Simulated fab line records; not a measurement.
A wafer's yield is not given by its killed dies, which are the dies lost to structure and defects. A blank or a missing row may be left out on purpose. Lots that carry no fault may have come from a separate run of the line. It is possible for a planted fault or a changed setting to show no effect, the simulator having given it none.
Which tool did it? ; flow rit cmos ; 42 wafers from 14 lots sampled at 5 of the route's 202 steps

== WHAT THE GAUGES SHOWED, per wafer ==
RIT_WELLDRIVE_RS_MEAS_02: uses a four-point probe to measure.
lot;measured;on;PWELL_RS (ohm/sq)
L109;day 2 03:53;film metro-03;430.0 428.2 429.6
L110;day 2 09:41;film metro-04;427.5 428.4 428.5
L111;day 2 13:52;film metro-01;429.5 429.9 429.5
L112;day 2 19:35;film metro-03;429.0 427.5 429.1
L113;day 2 23:52;film metro-03;429.2 427.4 429.8
L115;day 3 10:54;film metro-04;427.6 427.1 428.3
L117;day 4 06:14;film metro-04;428.5 427.8 428.6
L118;day 4 10:01;film metro-04;429.1 427.9 428.8
L119;day 4 10:01;film metro-03;428.7 427.2 428.5
L123;day 5 03:25;film metro-03;428.7 427.3 428.0
L126;day 5 18:14;film metro-04;428.5 428.0 427.7
L127;day 5 23:08;film metro-04;428.5 427.9 427.5
L130;day 6 14:13;film metro-01;428.9 428.4 430.0
L132;day 7 00:19;film metro-04;427.2 426.2 427.4

RIT_GATE_CD_MEAS_90 targets a cd of 150 nm.
lot;measured;on;cd nm (nm)
L109;day 2 13:10;cd sem-02;149.1 147.0 146.9
L110;day 2 18:07;cd sem-01;150.3 148.6 151.6
L111;day 2 22:56;cd sem-02;153.2 153.2 153.2
L112;day 3 04:14;cd sem-01;152.2 149.9 150.5
L113;day 3 12:25;cd sem-01;149.3 149.1 149.9
L115;day 4 01:50;cd sem-01;152.5 153.1 148.9
L117;day 4 14:52;cd sem-01;149.0 148.8 149.3
L118;day 4 18:56;cd sem-01;149.3 149.8 149.9
L119;day 4 19:14;cd sem-01;150.2 151.4 149.6
L123;day 5 14:05;cd sem-01;149.2 150.4 151.6
L126;day 6 03:36;cd sem-01;149.2 151.4 148.5
L127;day 6 08:41;cd sem-01;147.9 147.4 150.5
L130;day 6 22:50;cd sem-02;152.9 151.1 150.9
L132;day 7 11:44;cd sem-02;146.7 148.1 144.4

RIT_SPACER_THK_MEAS_04.
lot;measured;on;SPACER_NITRIDE_THK (nm)
L109;day 2 21:43;film metro-02;249.7 251.0 252.5
L110;day 3 03:41;film metro-02;250.1 249.9 250.7
L111;day 3 07:16;film metro-04;249.8 249.2 248.6
L112;day 3 14:11;film metro-03;249.5 247.9 249.5
L113;day 3 22:10;film metro-02;248.7 248.3 249.4
L115;day 4 10:03;film metro-02;250.2 250.8 251.0
L117;day 5 00:28;film metro-02;434.0 436.4 433.7 434.0 436.3 433.9
L118;day 5 03:31;film metro-04;250.0 249.6 249.0
L119;day 5 06:16;film metro-03;435.3 435.2 431.4 435.4 435.0 431.4
L123;day 5 22:44;film metro-02;252.0 249.9 250.1
L126;day 6 12:44;film metro-03;253.3 253.0 254.8
L127;day 6 17:07;film metro-03;247.8 247.1 248.6
L130;day 7 08:05;film metro-04;249.7 249.7 250.7
L132;day 7 21:16;film metro-04;255.1 252.3 253.4

== WHICH TOOL RAN EACH LOT (tool, then ch and the chambers of the sampled wafers, then the start) ==
lot;RIT_PRETRO_SOFTBAKE_02;RIT_SPACER_CVD_03
L109;litho track-02 ch 0, day 2 05:59;lpcvd-02 ch 1, day 2 19:46
L110;litho track-01 ch 0, day 2 11:41;lpcvd-01 ch 0, day 3 01:46
L111;litho track-01 ch 0, day 2 15:50;lpcvd-01 ch 1, day 3 05:21
L112;litho track-01 ch 0, day 2 21:34;lpcvd-02 ch 1, day 3 12:16
L113;litho track-02 ch 0, day 3 01:52;lpcvd-01 ch 0, day 3 20:15
L115;litho track-02 ch 0, day 3 13:01;lpcvd-02 ch 1, day 4 08:06
L117;litho track-03 ch 0, day 4 08:25;lpcvd-02 ch 0, day 4 22:32
L118;litho track-02 ch 0, day 4 12:20;lpcvd-01 ch 0, day 5 01:36
L119;litho track-03 ch 0, day 4 12:16;lpcvd-02 ch 0, day 5 03:23
L123;litho track-03 ch 0, day 5 05:30;lpcvd-01 ch 1, day 5 20:49
L126;litho track-02 ch 0, day 5 20:16;lpcvd-01 ch 0, day 6 10:49
L127;litho track-03 ch 0, day 6 01:26;lpcvd-01 ch 0, day 6 15:11
L130;litho track-02 ch 0, day 6 16:18;lpcvd-01 ch 0, day 7 06:10
L132;litho track-01 ch 0, day 7 02:25;lpcvd-02 ch 0, day 7 19:21
- RIT_PRETRO_SOFTBAKE_02: time 62.57 s.
- RIT_SPACER_CVD_03: deposits Si3N4 from SiH2Cl2/NH3, target thk 250 nm, time 3300 s.

== AS READ BY THE TOOLS THEMSELVES (means over the sampled wafers that have a number; for cases with no such wafer, the mark the record gives instead) ==
RIT_PRETRO_SOFTBAKE_02.
lot;tool;plate sensor t centre C (C);plate sensor t edge C (C)
L109;litho track-02;90.959;91.026
L110;litho track-01;90.964;91.029
L111;litho track-01;90.965;91.027
L112;litho track-01;90.972;91.019
L113;litho track-02;90.960;91.023
L115;litho track-02;90.963;91.020
L117;litho track-03;90.973;91.006
L118;litho track-02;90.961;91.015
L119;litho track-03;90.977;91.017
L123;litho track-03;90.965;91.016
L126;litho track-02;90.971;91.023
L127;litho track-03;90.965;91.020
L130;litho track-02;90.966;91.025
L132;litho track-01;90.967;91.025

RIT_SPACER_CVD_03.
lot;tool;spike tc load C (C)
L109;lpcvd-02;831.1
L110;lpcvd-01;834.7
L111;lpcvd-01;834.7
L112;lpcvd-02;831.7
L113;lpcvd-01;834.8
L115;lpcvd-02;831.0
L117;lpcvd-02;828.9
L118;lpcvd-01;834.4
L119;lpcvd-02;830.2
L123;lpcvd-01;834.9
L126;lpcvd-01;836.0
L127;lpcvd-01;834.9
L130;lpcvd-01;835.8
L132;lpcvd-02;829.6

== THE ANSWER, worked out from the rows above alone ==
Rule: what is usual is taken from the lots themselves. Put in order of their means at a reading, lots are off if they are a third of the lots or fewer, leave a main group of 4 or more, and stand apart from it by a gap of 3 or more times the standard deviation of the main group's means; of several such gaps the widest counts. Not used: any main group whose means are identical at the precision the tables above print for the reading. A lot without any number at a reading at which 4 lots or more have one is off too. Where the step has rows for the other lots, those lots are counted as sound. After the gauges, taken in route order, come the tools' own readings; for these a lot's mean is taken, as printed above. The first step at which some lot is off is used, and at that step the reading that is off furthest; a lot without a number counts as furthest.
Off: at RIT_SPACER_THK_MEAS_04 (SPACER_NITRIDE_THK), L117, L119. Main group: mean 250.4 nm, sd 1.7.
If a tool, at a process step before that reading, ran all the lots that are off and no sound lot after the first of them, it fits. Those tools and the gauges at RIT_SPACER_THK_MEAS_04 are tried in the same way. None of those tried fits.

== WHAT THE SIMULATOR PUT IN ==
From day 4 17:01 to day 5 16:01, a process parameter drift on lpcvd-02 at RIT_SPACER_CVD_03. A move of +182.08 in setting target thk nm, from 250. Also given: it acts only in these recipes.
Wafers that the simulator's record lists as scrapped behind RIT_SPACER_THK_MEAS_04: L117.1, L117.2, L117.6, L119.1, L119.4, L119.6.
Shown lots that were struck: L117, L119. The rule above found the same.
